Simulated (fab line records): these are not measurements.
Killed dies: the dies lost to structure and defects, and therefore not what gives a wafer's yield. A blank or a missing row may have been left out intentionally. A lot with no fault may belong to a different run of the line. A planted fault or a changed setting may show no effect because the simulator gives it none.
Comparing a struck lot with a sound one    flow berkeley cmos170    15 steps out of a route of 331
Sound: these wafers, L858.1, L858.2, L858.5. Struck: wafers L865.1, L865.5, L865.6. At the end, the cause is stated.
Order at every step that has rows: each side's tool, ch and its chambers, its first start. Under that, the readings that differ: sound wafers    struck wafers    difference of the means    sigmas: that difference in standard deviations of wafers without a fault.
alike: readings whose means differ by less than 2 such deviations, and words and numbers that are the same on both sides. not compared: withheld readings, readings that some wafer has no value for, bounds like >300 that may hide the same value, and numbers for which the record gives no deviation and whose values overlap.
A row with sigmas, a row that says differs or no value, or rows on one side alone: a step with any of these is where the two part. Numbers that have no deviation but don't overlap get no sigmas and don't part them. Lack of a reading on every wafer of one side parts them only where that side has two or more wafers.

first, 1 step without rows for these wafers: UCB170_PVT_DEVELOP_05 (develop time 43.98 s).
UCB170_PVT_OVL_MEAS_06:
  sound on overlay-01 at day 5 10:16; struck on overlay-02 at day 6 18:19
  alike: PVT_OVL
after that, 1 step had no rows for these wafers: UCB170_PVT_IMPLANT_07.
UCB170_PVT_STRIP_08: strips in O2.
  sound on plasma asher-03 ch 0,1, day 5 10:28; struck on plasma asher-04 ch 0,1, day 6 18:29
  alike: chamber pressure mTorr, drypump motor current A, oes product au, strip time to endpoint s
  not compared: rf hours counter h
UCB170_PVT_TW_MEAS_09:
  sound on film metro-03 at day 5 10:34; struck on film metro-04 at day 6 18:35
  alike: PVT_TW
then, 1 step without rows for these wafers: UCB170_GATE_WET_ETCH_00 (etches SiO2 in dHF, time 200 s).
UCB170_FIELD_THK_MEAS_91:
  sound on film metro-04 at day 5 11:08; struck on film metro-04 at day 6 18:43
  alike: FIELD_OXIDE_LEFT_2_THK
then, 1 step without rows for these wafers: UCB170_GATE_OXIDATION_01 (target thk 6.6 nm, ox time 1800 s).
UCB170_GATE_THK_MEAS_02:
  sound on film metro-01 at day 5 14:58; struck on film metro-01 at day 6 20:55
  alike: GATE_OXIDE_THK
then, 2 steps without rows for these wafers: UCB170_GATE_ANNEAL_03 (time 1800 s); UCB170_GATE_CVD_04 (deposits poly-Si from SiH4, time 1440 s, target thk 214 nm).
UCB170_GATE_THK_MEAS_05:
  sound on film metro-02 at day 5 22:01; struck on film metro-01 at day 7 01:34
  alike: GATE_POLY_THK
UCB170_GATE_COAT_06:
  sound on litho track-04 ch 0, day 5 22:44; struck on litho track-01 ch 0, day 7 01:45
reading               sound                 struck                difference  sigmas
spin speed rpm (rpm)  3003.6 3002.9 3001.6  3071.2 3070.4 3069.0  +67.5       +34
then, 1 step without rows for these wafers: UCB170_GATE_COAT_07 (resist thk 900 nm).
UCB170_M3_PROBE_99:
  record: rows for the struck wafers here (prober-01, day 8 18:25), none for the sound ones

== WHERE THEY PART ==
Earliest at UCB170_GATE_COAT_06; latest, in this record, at UCB170_M3_PROBE_99.

WHY: whatever the simulator had introduced
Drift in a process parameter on litho track-01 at UCB170_GATE_COAT_06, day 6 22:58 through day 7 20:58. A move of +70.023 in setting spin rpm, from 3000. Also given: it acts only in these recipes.
